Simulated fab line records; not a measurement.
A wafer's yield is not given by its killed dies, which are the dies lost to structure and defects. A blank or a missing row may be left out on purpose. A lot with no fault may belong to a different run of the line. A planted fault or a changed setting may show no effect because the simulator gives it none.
A struck lot beside a sound one | flow rit cmos | 14 steps out of a route of 202
Sound: these wafers, L418.1, L418.4, L418.5. Wafers struck: L428.3, L428.5, L428.6. At the end, the cause is stated.
For every step that has rows: the tool of each side, followed by ch and its chambers, followed by its first start. Under that, the readings that differ: sound wafers | struck wafers | difference of the means | sigmas: that difference in standard deviations of wafers without a fault.
alike: same words and numbers on both sides, and readings whose means sit less than 2 such deviations apart. not compared: any withheld reading, any reading some wafer has no value for, any bound like >300 that may hide the same value, and any number with overlapping values for which the record gives no deviation.
The two part at a step that has a row with sigmas, a row that says differs or no value, or rows on one side only. Non-overlapping numbers with no deviation appear without sigmas and do not part them. Lack of a reading on every wafer of one side parts them only where that side has two or more wafers.

first, 4 steps without rows for these wafers: RIT_NRETRO_SOFTBAKE_02 (time 60 s); RIT_NRETRO_EXPOSE_03 (exposes mask M4, target cd 43900 nm); RIT_NRETRO_PEB_04; RIT_NRETRO_DEVELOP_05 (develop time 68 s).
RIT_NRETRO_OVL_MEAS_06:
  struck on overlay-02, day 4 16:56; sound on overlay-01, day 2 15:16
  alike: NRETRO_OVL
then, 2 steps without rows for these wafers: RIT_NRETRO_HARDBAKE_07 (time 120 s); RIT_NRETRO_IMPLANT_08.
RIT_NRETRO_STRIP_09: strips in O2, time 180 s.
  sound on plasma asher-03 ch 1, day 2 15:41; struck on plasma asher-01 ch 0,1, day 4 17:25
  alike: drypump motor current A, rf refl power W
  not compared: rf hours counter h
RIT_NRETRO_TW_MEAS_10:
  struck on film metro-04, day 4 17:34; sound on film metro-02, day 2 15:52
  alike: NRETRO_TW
then, 2 steps without rows for these wafers: RIT_PRETRO_HMDS_00 (prime time 60 s); RIT_PRETRO_COAT_01 (resist thk 1300 nm).
RIT_PRETRO_SOFTBAKE_02: time 61.53 s.
  sound on litho track-01 ch 0, day 2 16:14; struck on litho track-01 ch 0, day 4 17:57
  reading                   | sound                | struck               | difference | sigmas
  plate sensor t edge C (C) | 91.019 91.037 91.018 | 91.006 91.006 91.002 | -0.020     | -2
  alike: plate sensor t centre C, resist line temp C
RIT_PRETRO_EXPOSE_03: exposes mask M5, target cd 43700 nm.
  sound on iline stepper-01 ch 0, day 2 16:30; struck on iline stepper-02, day 4 18:05
  no value came back on the struck wafers for exposure dose mJ cm2, focus offset nm (nm); on the sound wafers exposure dose mJ cm2 reads 250.09 250.01 250.07
  alike: mask
then, 1 step without rows for these wafers: RIT_PRETRO_PEB_04.

## WHERE THEY PART
Last at RIT_PRETRO_EXPOSE_03 as far as this record goes, first at RIT_PRETRO_SOFTBAKE_02.

WHY: what had been put in by the simulator
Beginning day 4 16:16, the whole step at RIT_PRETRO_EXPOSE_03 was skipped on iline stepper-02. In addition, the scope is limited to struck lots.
